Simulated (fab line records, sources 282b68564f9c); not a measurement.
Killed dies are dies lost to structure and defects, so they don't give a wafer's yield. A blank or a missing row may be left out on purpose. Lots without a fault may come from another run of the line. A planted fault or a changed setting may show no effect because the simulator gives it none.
Tool commonality check | flow rit_cmos | 13 lots, 39 wafers sampled

WHY IT WAS OPENED
At RIT_GATE_CD_MEAS_16 the reading cd_nm is flagged on 1 of 13 lots. Wafers without a fault read 149.6 nm, standard deviation 2.4.
Rule: a lot is flagged when every wafer of it that has a number lies more than 4 standard deviations from that mean, or none has a number. The other lots count as sound.

lot  | measured    | on        | cd_nm (nm), wafer by wafer | flag
L587 | day 2 12:12 | cd_sem-01 | 147.7 148.7 147.5          |
L589 | day 2 22:44 | cd_sem-01 | 145.6 147.4 148.7          |
L590 | day 3 04:55 | cd_sem-02 | 137.0 137.4 134.8          | FLAGGED
L599 | day 4 23:45 | cd_sem-01 | 150.4 150.7 151.3          |
L600 | day 5 06:47 | cd_sem-02 | 145.8 145.2 146.8          |
L601 | day 5 12:01 | cd_sem-01 | 148.0 147.3 148.2          |
L602 | day 5 14:55 | cd_sem-02 | 147.8 147.1 150.8          |
L604 | day 6 01:22 | cd_sem-02 | 151.1 152.0 149.0          |
L605 | day 6 06:33 | cd_sem-01 | 150.4 147.5 148.7          |
L606 | day 6 12:13 | cd_sem-01 | 149.2 150.4 150.9          |
L608 | day 6 22:01 | cd_sem-02 | 150.0 152.1 148.2          |
L609 | day 7 04:55 | cd_sem-02 | 150.3 151.3 151.1          |
L610 | day 7 09:13 | cd_sem-02 | 153.6 153.5 152.9          |
The numbers of the flagged lots are 136.4 nm on average: -13.2 nm against the usual, or -5 standard deviations.

WHICH TOOL RAN EACH LOT
The record holds 3 process steps before the reading, out of a route of 202 steps. In each cell: the tool, then ch and the chambers that the sampled wafers went through, then the start.
lot  | flag    | RIT_ACTIVE_ETCH_13                | RIT_PWELL_STRIP_09                  | RIT_GATE_EXPOSE_13
L587 |         | rie_diel-03 ch 0,2,3, day 1 14:50 | plasma_asher-03 ch 0,1, day 1 22:16 | iline_stepper-02 ch 0, day 2 11:48
L589 |         | rie_diel-02 ch 0,1,3, day 2 01:14 | plasma_asher-04 ch 0,1, day 2 09:41 | iline_stepper-01 ch 0, day 2 22:20
L590 | FLAGGED | rie_diel-04 ch 0,2,3, day 2 05:52 | plasma_asher-02 ch 0, day 2 13:25   | iline_stepper-01 ch 0, day 3 04:31
L599 |         | rie_diel-02 ch 1,2,3, day 4 02:44 | plasma_asher-02 ch 0,1, day 4 10:20 | iline_stepper-01 ch 0, day 4 23:21
L600 |         | rie_diel-03 ch 0,2,3, day 4 08:32 | plasma_asher-04 ch 0,1, day 4 16:09 | iline_stepper-02 ch 0, day 5 06:23
L601 |         | rie_diel-04 ch 0,1,2, day 4 13:22 | plasma_asher-04 ch 0,1, day 4 22:22 | iline_stepper-01 ch 0, day 5 11:37
L602 |         | rie_diel-02 ch 2,3, day 4 17:43   | plasma_asher-04 ch 0,1, day 5 01:17 | iline_stepper-01 ch 0, day 5 14:31
L604 |         | rie_diel-04 ch 0,1, day 5 03:50   | plasma_asher-03 ch 0,1, day 5 11:22 | iline_stepper-02 ch 0, day 6 00:58
L605 |         | rie_diel-04 ch 0,1,2, day 5 09:01 | plasma_asher-04 ch 0,1, day 5 17:10 | iline_stepper-01 ch 0, day 6 06:04
L606 |         | rie_diel-02 ch 0,1,3, day 5 13:43 | plasma_asher-04 ch 0,1, day 5 22:23 | iline_stepper-01 ch 0, day 6 11:49
L608 |         | rie_diel-04 ch 1,3, day 5 23:50   | plasma_asher-02 ch 0,1, day 6 07:19 | iline_stepper-01 ch 0, day 6 21:31
L609 |         | rie_diel-04 ch 1,2,3, day 6 04:43 | plasma_asher-02 ch 0,1, day 6 12:26 | iline_stepper-02 ch 0, day 7 04:31
L610 |         | rie_diel-02 ch 0,1,2, day 6 09:43 | plasma_asher-04 ch 0,1, day 6 17:11 | iline_stepper-01 ch 0, day 7 08:49
What these steps do:
- RIT_ACTIVE_ETCH_13: etches Si3N4 in SF6, stops on SiO2, time 210 s, target depth 210 nm.
- RIT_PWELL_STRIP_09: strips in O2, time 180 s.
- RIT_GATE_EXPOSE_13: exposes mask M6, target cd 150 nm.
- RIT_GATE_CD_MEAS_16: target cd 150 nm.

FLAGGED OVER TOTAL, TOOL BY TOOL (the gauges that took the reading come last)
step                | tool             | lots run | flagged | share of the flagged lots | sound lots run after its first flagged lot
RIT_ACTIVE_ETCH_13  | rie_diel-02      | 5        | 0       | none                      | -
RIT_ACTIVE_ETCH_13  | rie_diel-03      | 2        | 0       | none                      | -
RIT_ACTIVE_ETCH_13  | rie_diel-04      | 6        | 1       | all                       | 5 (L601,L604,L605,L608,L609)
RIT_PWELL_STRIP_09  | plasma_asher-02  | 4        | 1       | all                       | 3 (L599,L608,L609)
RIT_PWELL_STRIP_09  | plasma_asher-03  | 2        | 0       | none                      | -
RIT_PWELL_STRIP_09  | plasma_asher-04  | 7        | 0       | none                      | -
RIT_GATE_EXPOSE_13  | iline_stepper-01 | 9        | 1       | all                       | 7 (L599,L601,L602,L605,L606,L608,L610)
RIT_GATE_EXPOSE_13  | iline_stepper-02 | 4        | 0       | none                      | -
RIT_GATE_CD_MEAS_16 | cd_sem-01        | 6        | 0       | none                      | -
RIT_GATE_CD_MEAS_16 | cd_sem-02        | 7        | 1       | all                       | 6 (L600,L602,L604,L608,L609,L610)

WHAT THE TABLE ALLOWS
4 rows of the table ran every flagged lot: rie_diel-04 at RIT_ACTIVE_ETCH_13, plasma_asher-02 at RIT_PWELL_STRIP_09, iline_stepper-01 at RIT_GATE_EXPOSE_13, cd_sem-02 at RIT_GATE_CD_MEAS_16.
- rie_diel-04 at RIT_ACTIVE_ETCH_13: 1 of its 6 lots flagged. Sound lots ran on it after the first flagged one (L601, L604, L605, L608, L609), which a lasting fault on the whole tool wouldn't allow.
- plasma_asher-02 at RIT_PWELL_STRIP_09: 1 of its 4 lots flagged. Sound lots ran on it after the first flagged one (L599, L608, L609), which a lasting fault on the whole tool wouldn't allow.
- iline_stepper-01 at RIT_GATE_EXPOSE_13: 1 of its 9 lots flagged. Sound lots ran on it after the first flagged one (L599, L601, L602, L605, L606, L608, L610), which a lasting fault on the whole tool wouldn't allow.
- cd_sem-02 at RIT_GATE_CD_MEAS_16: 1 of its 7 lots flagged. Sound lots ran on it after the first flagged one (L600, L602, L604, L608, L609, L610), which a lasting fault on the whole tool wouldn't allow.
No row of the table ran every flagged lot and no sound lot after the first.

WHAT THE SIMULATOR HAD PUT IN
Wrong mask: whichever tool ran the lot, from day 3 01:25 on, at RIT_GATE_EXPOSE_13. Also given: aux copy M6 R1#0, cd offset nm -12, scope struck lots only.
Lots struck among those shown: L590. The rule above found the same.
